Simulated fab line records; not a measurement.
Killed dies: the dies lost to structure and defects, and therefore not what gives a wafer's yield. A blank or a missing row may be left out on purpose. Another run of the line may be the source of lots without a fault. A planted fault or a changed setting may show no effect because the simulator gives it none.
The same fault as seen by 2 desks :: flow berkeley cmos170 :: only its own numbers are on each desk; what lay behind them is given at the end

== AT THE TOOL OWNER'S DESK: furnace-03 ==
Per lot that ran on this tool, the mean of the sampled wafers carrying a number, from the tool's own readings at UCB170_SPACER_ANNEAL_02 (time 1800 s). Marked OUT: a lot whose mean sits more than 4 standard deviations from the usual mean, which makes it out of limits; the brackets give that distance.
Columns: A = spike tc centre C at UCB170_SPACER_ANNEAL_02, usual 901.6 C; B = zone power centre pct at UCB170_SPACER_ANNEAL_02, usual 44 %; C = zone power load pct at UCB170_SPACER_ANNEAL_02, usual 25.5 %; D = zone power source pct at UCB170_SPACER_ANNEAL_02, usual 25.3 %
lot: L866
first seen here: day 6 09:25
A: 902.7
B: 48
C: 25.0
D: 26.0

lot: L873
first seen here: day 7 19:13
A: 902.5
B: 49
C: 25.4
D: 26.0

lot: L877
first seen here: day 9 01:11
A: 902.7
B: 48
C: 25.5
D: 26.1

lot: L878
first seen here: day 9 01:11
A: 901.8
B: 48
C: 25.4
D: 26.2

lot: L880
first seen here: day 9 13:47
A: 866.1 (-30) OUT
B: 32
C: 27.7 (+5.3) OUT
D: 28.3

lot: L881
first seen here: day 9 13:47
A: 865.8 (-30) OUT
B: 32
C: 27.6 (+5.1) OUT
D: 28.2
Finding of this desk: L880, L881 out of limits; the first was L880 at day 9 13:47, on spike tc centre C at UCB170_SPACER_ANNEAL_02. L866, L873, L877, L878 stayed within limits.

== METROLOGY DESK ==
Means of the sampled wafers that have a number, per lot and without regard to the tool the lot ran on: this is what the gauges read. Marked OUT: a lot whose mean sits more than 4 standard deviations from the usual mean, which makes it out of limits; the brackets give that distance.
Columns: A = GATE_POLY_THK at UCB170_GATE_THK_MEAS_05, usual 213.2 nm; B = SPACER_TEOS_THK at UCB170_SPACER_THK_MEAS_01, usual 374 nm; C = PLDD_RS at UCB170_SDANNEAL_RS_MEAS_04, usual 1032.3 ohm/sq
lot: L866
first seen here: day 5 21:23
A: 211.7
B: 370
C: 1029.8

lot: L868
first seen here: day 6 04:51
A: 212.9
B: 373
C: 1027.9

lot: L867
first seen here: day 6 04:52
A: 215.0
B: 376
C: 1035.7

lot: L870
first seen here: day 6 23:11
A: 213.5
B: 374
C: 1031.0

lot: L873
first seen here: day 7 11:38
A: 212.5
B: 368
C: 1031.6

lot: L874
first seen here: day 7 17:40
A: 212.3
B: 378
C: 1035.1

lot: L876
first seen here: day 8 02:58
A: 214.4
B: 381
C: 1030.7

lot: L877
first seen here: day 8 15:24
A: 214.9
B: 368
C: 1033.2

lot: L878
first seen here: day 8 15:25
A: 212.3
B: 378
C: 1032.9

lot: L880
first seen here: day 9 05:29
A: 214.3
B: 373
C: 1120.6 (+29) OUT

lot: L881
first seen here: day 9 05:29
A: 213.7
B: 371
C: 1073.1 (+14) OUT

lot: L885
first seen here: day 9 20:33
A: 208.8
B: 368
C: 1035.4

lot: L889
first seen here: day 10 20:52
A: 212.3
B: 378
C: 1034.4

lot: L888
first seen here: day 10 20:55
A: 210.1
B: 370
C: 1031.2
This desk reports L880, L881 out of limits; the earliest was L880 at day 9 20:22 (PLDD_RS at UCB170_SDANNEAL_RS_MEAS_04). L866, L868, L867, L870, L873, L874, L876, L877, L878, L885, L889, L888 stayed within limits.

== BROUGHT TOGETHER ==
At day 9 13:47, on L880, L881, the tool owner's desk was in a position to raise an alarm.
The metrology desk could have raised an alarm at day 9 20:22, on L880, L881.
The lots listed all ran UCB170_SPACER_ANNEAL_02 on furnace-03.

== WHAT THE SIMULATOR PUT IN ==
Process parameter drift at UCB170_SPACER_ANNEAL_02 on furnace-03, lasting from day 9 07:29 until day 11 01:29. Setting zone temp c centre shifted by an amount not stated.
Struck lots among those shown: L880, L881.
Time in hours from fault onset to the first out-of-limits reading at each desk: tool owner's desk 6, metrology desk 13.
